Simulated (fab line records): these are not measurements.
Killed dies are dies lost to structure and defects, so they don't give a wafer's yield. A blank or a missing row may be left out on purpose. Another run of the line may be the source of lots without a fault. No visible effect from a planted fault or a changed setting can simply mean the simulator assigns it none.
Struck lot and sound lot, side by side    flow rit_cmos    15 steps out of a route of 202
Sound: wafers L432.4, L432.5, L432.6. Struck: wafers L447.2, L447.3, L447.6. The cause comes at the end.
Per side, at each step with rows, come the tool, then ch with its chambers, and then its first start. Under that, the readings that differ: sound wafers    struck wafers    difference of the means    sigmas: that difference in standard deviations of wafers without a fault.
alike: readings with means less than 2 such deviations apart, plus words and numbers identical on both sides. not compared: withheld readings, readings lacking a value on some wafer, bounds such as >300 that could conceal the same value, and numbers that have no deviation in the record and whose values overlap.
Wherever a step has rows on one side only, a row that says differs or no value, or a row with sigmas, the two part there. Numbers that have no deviation but don't overlap get no sigmas and don't part them. A reading missing from all wafers of one side parts the sides only when that side holds two or more wafers.

first, 5 steps without rows for these wafers: RIT_NWELL_COAT_01 (resist thk 1300 nm); RIT_NWELL_SOFTBAKE_02 (time 60 s); RIT_NWELL_EXPOSE_03 (exposes mask M2, target cd 43900 nm); RIT_NWELL_PEB_04; RIT_NWELL_DEVELOP_05 (develop time 68 s).
RIT_NWELL_OVL_MEAS_06:
  sound on overlay-02 at day 2 10:03; struck on overlay-02 at day 5 06:59
  alike: NWELL_OVL
then, 2 steps without rows for these wafers: RIT_NWELL_HARDBAKE_07 (time 120 s); RIT_NWELL_IMPLANT_08.
RIT_NWELL_STRIP_09: strips in O2, time 180 s.
  sound on plasma_asher-02 ch 0,1, day 2 10:32; struck on plasma_asher-01 ch 0,1, day 5 07:31
  alike: drypump_motor_current_A
  not compared: rf_hours_counter_h
RIT_NWELL_TW_MEAS_10:
  sound on film_metro-02 at day 2 10:40; struck on film_metro-02 at day 5 07:41
  alike: NWELL_TW
then, 2 steps without rows for these wafers: RIT_PWELL_HMDS_00 (prime time 60 s); RIT_PWELL_COAT_01 (resist thk 1300 nm).
RIT_PWELL_SOFTBAKE_02: time 60 s.
  sound on litho_track-02 ch 0, day 2 11:05; struck on litho_track-02 ch 0, day 5 08:04
reading                   sound              struck             difference  sigmas
heater_power_total_W (W)  34.53 34.59 34.56  35.49 35.44 35.43  +0.89       +17
plate_temp_C (C)          89.89 89.94 89.94  91.43 91.64 91.54  +1.61       +13
then, 1 step without rows for these wafers: RIT_PWELL_EXPOSE_03 (exposes mask M3, target cd 43700 nm).
RIT_M1_PROBE_99:
  sound on prober-02 at day 4 04:02; struck on prober-02 at day 6 21:13
  alike: killed_at_contacts, killed_at_front_end, killed_dies, killed_open, killed_short

## WHERE THEY PART
Within this record, at RIT_PWELL_SOFTBAKE_02 only. Later steps at which nothing parts them and some readings are alike: RIT_M1_PROBE_99.

WHY: what had been put in by the simulator
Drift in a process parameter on litho_track-02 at RIT_PWELL_SOFTBAKE_02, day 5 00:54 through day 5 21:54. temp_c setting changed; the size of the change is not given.
